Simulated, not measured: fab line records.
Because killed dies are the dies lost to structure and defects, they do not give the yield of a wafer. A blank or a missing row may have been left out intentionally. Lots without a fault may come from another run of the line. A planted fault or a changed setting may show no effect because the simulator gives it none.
Lot-split experiment || flow rit cmos || 23 wafers read across 5 lots, on a route 202 steps long

ABOUT THE SPLIT
At RIT_ACTIVE_OXIDATION_01 (target thk 46.8 nm, ox time 3360 s), the setting temp c was moved away from the recipe's 1000 C on 15 of the 23 wafers read, by -2.8% to -1.3%. For the rest of the wafers, this setting stayed at what the recipe calls for.

Between the split and the reading, the file records no step.

THE READING
ACTIVE_OXIDE_THK at RIT_ACTIVE_THK_MEAS_02, in nm. On this fab line, fault-free wafers typically give 46.6 nm with a standard deviation of 0.85 nm.

{"wafer": "L076.1", "tool, chamber at the split": "-, -", "temp c as run, C": 986.2, "against the recipe": "-1.4%", "ACTIVE_OXIDE_THK, nm": 42.4, "against lot-mates on the recipe": "no lot-mate on the recipe"}
{"wafer": "L076.2", "tool, chamber at the split": "-, -", "temp c as run, C": 986.2, "against the recipe": "-1.4%", "ACTIVE_OXIDE_THK, nm": 42.0, "against lot-mates on the recipe": "no lot-mate on the recipe"}
{"wafer": "L076.3", "tool, chamber at the split": "-, -", "temp c as run, C": 986.2, "against the recipe": "-1.4%", "ACTIVE_OXIDE_THK, nm": 41.1, "against lot-mates on the recipe": "no lot-mate on the recipe"}
{"wafer": "L076.4", "tool, chamber at the split": "-, -", "temp c as run, C": 986.2, "against the recipe": "-1.4%", "ACTIVE_OXIDE_THK, nm": 41.5, "against lot-mates on the recipe": "no lot-mate on the recipe"}
{"wafer": "L076.5", "tool, chamber at the split": "-, -", "temp c as run, C": 986.2, "against the recipe": "-1.4%", "ACTIVE_OXIDE_THK, nm": 41.5, "against lot-mates on the recipe": "no lot-mate on the recipe"}
{"wafer": "L077.1", "tool, chamber at the split": "-, -", "temp c as run, C": 987.2, "against the recipe": "-1.3%", "ACTIVE_OXIDE_THK, nm": 42.5, "against lot-mates on the recipe": "no lot-mate on the recipe"}
{"wafer": "L077.3", "tool, chamber at the split": "-, -", "temp c as run, C": 987.2, "against the recipe": "-1.3%", "ACTIVE_OXIDE_THK, nm": 42.7, "against lot-mates on the recipe": "no lot-mate on the recipe"}
{"wafer": "L077.4", "tool, chamber at the split": "-, -", "temp c as run, C": 987.2, "against the recipe": "-1.3%", "ACTIVE_OXIDE_THK, nm": 41.2, "against lot-mates on the recipe": "no lot-mate on the recipe"}
{"wafer": "L077.5", "tool, chamber at the split": "-, -", "temp c as run, C": 987.2, "against the recipe": "-1.3%", "ACTIVE_OXIDE_THK, nm": 42.5, "against lot-mates on the recipe": "no lot-mate on the recipe"}
{"wafer": "L077.6", "tool, chamber at the split": "-, -", "temp c as run, C": 987.2, "against the recipe": "-1.3%", "ACTIVE_OXIDE_THK, nm": 41.2, "against lot-mates on the recipe": "no lot-mate on the recipe"}
{"wafer": "L078.1", "tool, chamber at the split": "-, -", "temp c as run, C": 971.7, "against the recipe": "-2.8%", "ACTIVE_OXIDE_THK, nm": 35.1, "against lot-mates on the recipe": "no lot-mate on the recipe"}
{"wafer": "L078.2", "tool, chamber at the split": "-, -", "temp c as run, C": 971.7, "against the recipe": "-2.8%", "ACTIVE_OXIDE_THK, nm": 34.3, "against lot-mates on the recipe": "no lot-mate on the recipe"}
{"wafer": "L078.3", "tool, chamber at the split": "-, -", "temp c as run, C": 971.7, "against the recipe": "-2.8%", "ACTIVE_OXIDE_THK, nm": 35.0, "against lot-mates on the recipe": "no lot-mate on the recipe"}
{"wafer": "L078.4", "tool, chamber at the split": "-, -", "temp c as run, C": 971.7, "against the recipe": "-2.8%", "ACTIVE_OXIDE_THK, nm": 35.3, "against lot-mates on the recipe": "no lot-mate on the recipe"}
{"wafer": "L078.5", "tool, chamber at the split": "-, -", "temp c as run, C": 971.7, "against the recipe": "-2.8%", "ACTIVE_OXIDE_THK, nm": 34.6, "against lot-mates on the recipe": "no lot-mate on the recipe"}
{"wafer": "L079.1", "tool, chamber at the split": "furnace-01, 0", "temp c as run, C": 1000, "against the recipe": "recipe", "ACTIVE_OXIDE_THK, nm": 46.1, "against lot-mates on the recipe": "-"}
{"wafer": "L079.5", "tool, chamber at the split": "furnace-01, 0", "temp c as run, C": 1000, "against the recipe": "recipe", "ACTIVE_OXIDE_THK, nm": 46.2, "against lot-mates on the recipe": "-"}
{"wafer": "L079.6", "tool, chamber at the split": "furnace-01, 0", "temp c as run, C": 1000, "against the recipe": "recipe", "ACTIVE_OXIDE_THK, nm": 46.3, "against lot-mates on the recipe": "-"}
{"wafer": "L082.1", "tool, chamber at the split": "-, -", "temp c as run, C": 1000, "against the recipe": "recipe", "ACTIVE_OXIDE_THK, nm": 46.5, "against lot-mates on the recipe": "-"}
{"wafer": "L082.2", "tool, chamber at the split": "-, -", "temp c as run, C": 1000, "against the recipe": "recipe", "ACTIVE_OXIDE_THK, nm": 46.8, "against lot-mates on the recipe": "-"}
{"wafer": "L082.3", "tool, chamber at the split": "-, -", "temp c as run, C": 1000, "against the recipe": "recipe", "ACTIVE_OXIDE_THK, nm": 46.2, "against lot-mates on the recipe": "-"}
{"wafer": "L082.4", "tool, chamber at the split": "-, -", "temp c as run, C": 1000, "against the recipe": "recipe", "ACTIVE_OXIDE_THK, nm": 46.5, "against lot-mates on the recipe": "-"}
{"wafer": "L082.6", "tool, chamber at the split": "-, -", "temp c as run, C": 1000, "against the recipe": "recipe", "ACTIVE_OXIDE_THK, nm": 46.7, "against lot-mates on the recipe": "-"}

THE FIT
A straight line over all 23 wafers: ACTIVE_OXIDE_THK changes by +4.03 nm for each +1% of temp c; r = +0.99; the points scatter about the line by 0.64 nm.
Too few moved wafers have a lot-mate on the recipe to fit a line with each lot's own level taken away.

THE WHOLE CHAIN: every reading that the file lists as answering this split, in the file's order
{"step": "RIT_ACTIVE_OXIDATION_01", "what it does": "target thk 46.8 nm, ox time 3360 s", "reading": "SiO2_of_ACTIVE_OXIDATION_01.thk nm (the simulator's own value, which no gauge read)", "change (the file's fit)": "+4.04 nm for each +1% of the setting", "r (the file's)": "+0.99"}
{"step": "RIT_ACTIVE_THK_MEAS_02", "what it does": "", "reading": "ACTIVE_OXIDE_THK", "change (the file's fit)": "+4.03 for each +1% of the setting", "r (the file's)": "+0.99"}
{"step": "RIT_FOX2_WET_ETCH_03", "what it does": "etches Si3N4 in H3PO4, target depth 195 nm, time 2700 s", "reading": "SiO2_of_ACTIVE_OXIDATION_01.thk nm (the simulator's own value, which no gauge read)", "change (the file's fit)": "+3.64 nm for each +1% of the setting", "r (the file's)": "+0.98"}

THE FILE'S OWN FIT
ACTIVE_OXIDE_THK changes by +4.03 nm for each +1% of temp c, r = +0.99.
